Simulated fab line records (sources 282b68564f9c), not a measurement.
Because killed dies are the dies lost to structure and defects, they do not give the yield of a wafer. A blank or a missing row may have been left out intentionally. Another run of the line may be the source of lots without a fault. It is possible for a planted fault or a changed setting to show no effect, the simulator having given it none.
Lot-split experiment ; flow rit cmos ; route with 202 steps; 5 lots, 23 wafers read

ON THE SPLIT
At RIT_NSD_COAT_01 (resist thk 1000 nm), the setting spin rpm was moved away from the recipe's 3250 rpm on 7 of the 23 wafers read, by +3.0% to +4.3%. For the rest of the wafers, this setting stayed at what the recipe calls for.

Between the split and the reading, the file records no step.

THE READING
NOVOLAK_of_NSD_COAT_01.thk nm (the simulator's own value, which no gauge read), in nm, at RIT_NSD_HARDBAKE_07 (time 60 s). The file does not state a usual value for it. The 16 wafers here that ran the recipe average 884.8 nm, standard deviation 2.1 nm.

wafer;tool, chamber at the split;spin rpm as run, rpm;against the recipe;NOVOLAK_of_NSD_COAT_01.thk nm, nm;against lot-mates on the recipe
L076.2;litho track-02, 0;3250;recipe;887.2;-
L076.3;litho track-02, 0;3250;recipe;886.3;-
L076.4;litho track-02, 0;3250;recipe;887.6;-
L076.5;litho track-02, 0;3250;recipe;885.7;-
L076.6;litho track-02, 0;3250;recipe;884.2;-
L077.2;litho track-04, 0;3250;recipe;883.8;-
L077.4;litho track-04, 0;3250;recipe;885.6;-
L077.6;litho track-04, 0;3250;recipe;884.4;-
L080.1;litho track-02, 0;3250;recipe;883.7;-
L080.2;litho track-02, 0;3348;+3.0%;873.7;-12.1
L080.3;litho track-02, 0;3250;recipe;889.8;-
L080.4;litho track-02, 0;3348;+3.0%;872.5;-13.3
L080.5;litho track-02, 0;3250;recipe;883.9;-
L081.1;litho track-04, 0;3250;recipe;880.9;-
L081.3;litho track-04, 0;3250;recipe;884;-
L081.4;litho track-04, 0;3250;recipe;883.9;-
L081.5;litho track-04, 0;3390;+4.3%;865;-17.9
L081.6;litho track-04, 0;3390;+4.3%;862.5;-20.4
L083.1;litho track-03, 0;3250;recipe;883.6;-
L083.2;litho track-03, 0;3363;+3.5%;868.5;-14.4
L083.3;litho track-03, 0;3363;+3.5%;867.6;-15.3
L083.5;litho track-03, 0;3250;recipe;882.2;-
L083.6;litho track-03, 0;3363;+3.5%;869.1;-13.8

THE FIT
A straight line over all 23 wafers: NOVOLAK_of_NSD_COAT_01.thk nm changes by -4.64 nm for each +1% of spin rpm; r = -0.97; the points scatter about the line by 2.1 nm.
The same after taking each lot's own level away (the mean of its wafers on the recipe; 23 wafers): -4.3 nm for each +1%; r = -0.98; scatter 1.5 nm.
On that fit, the largest move of spin rpm shifts the reading by 19 nm.
Measured against the standard deviation above, the lots' own levels, which go from 882.90 to 886.20 nm, span 1.6 times it.
The two slopes are in agreement: the lot-to-lot level therefore moves the slope only a little.
Check: with one of the wafers moved furthest among these (+4.3%) left out of the fit, the line predicts -18.6 nm for it against its lot-mates. Against them it came out at -17.9 nm.

THE OTHER SPLITS THESE WAFERS WENT THROUGH
Before the reading, these wafers also passed through other splits. Each is held against what the fit with the lots' levels taken away leaves over:
other split on the same wafers;wafers away from the commonest value;r with NOVOLAK_of_NSD_COAT_01.thk nm (lot level and that fit taken away)
RIT_ACTIVE_CVD_03 sih2cl2 flow sccm;18;-0.03
RIT_ACTIVE_CLEAN_15 time s;15;-0.03
RIT_NWELL_COAT_01 resist thk nm;8;+0.08
RIT_NWELL_IMPLANT_08 dose cm2;7;-0.06
RIT_PWELL_COAT_01 spin rpm;9;-0.24
RIT_PWELL_DEVELOP_05 dev temp c;7;+0.15
RIT_NRETRO_SOFTBAKE_02 temp c;7;+0.36
RIT_PRETRO_COAT_01 spin rpm;6;+0.17
RIT_PRETRO_IMPLANT_08 energy kev;8;-0.32
RIT_REOX_OXIDATION_03 temp c;18;+0.04
RIT_PLDD_HARDBAKE_07 temp c;7;-0.06

THE WHOLE CHAIN: every reading that the file lists as answering this split, in the file's order
step;what it does;reading;change (the file's fit);r (the file's)
RIT_NSD_COAT_01;resist thk 1000 nm;NOVOLAK_of_NSD_COAT_01.thk nm (the simulator's own value, which no gauge read);-4.95 nm for each +1% of the setting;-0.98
RIT_NSD_HARDBAKE_07;time 60 s;NOVOLAK_of_NSD_COAT_01.thk nm (the simulator's own value, which no gauge read);-4.31 nm for each +1% of the setting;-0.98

THE FILE'S OWN FIT
NOVOLAK_of_NSD_COAT_01.thk nm changes by -4.31 nm for each +1% of spin rpm, r = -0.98.
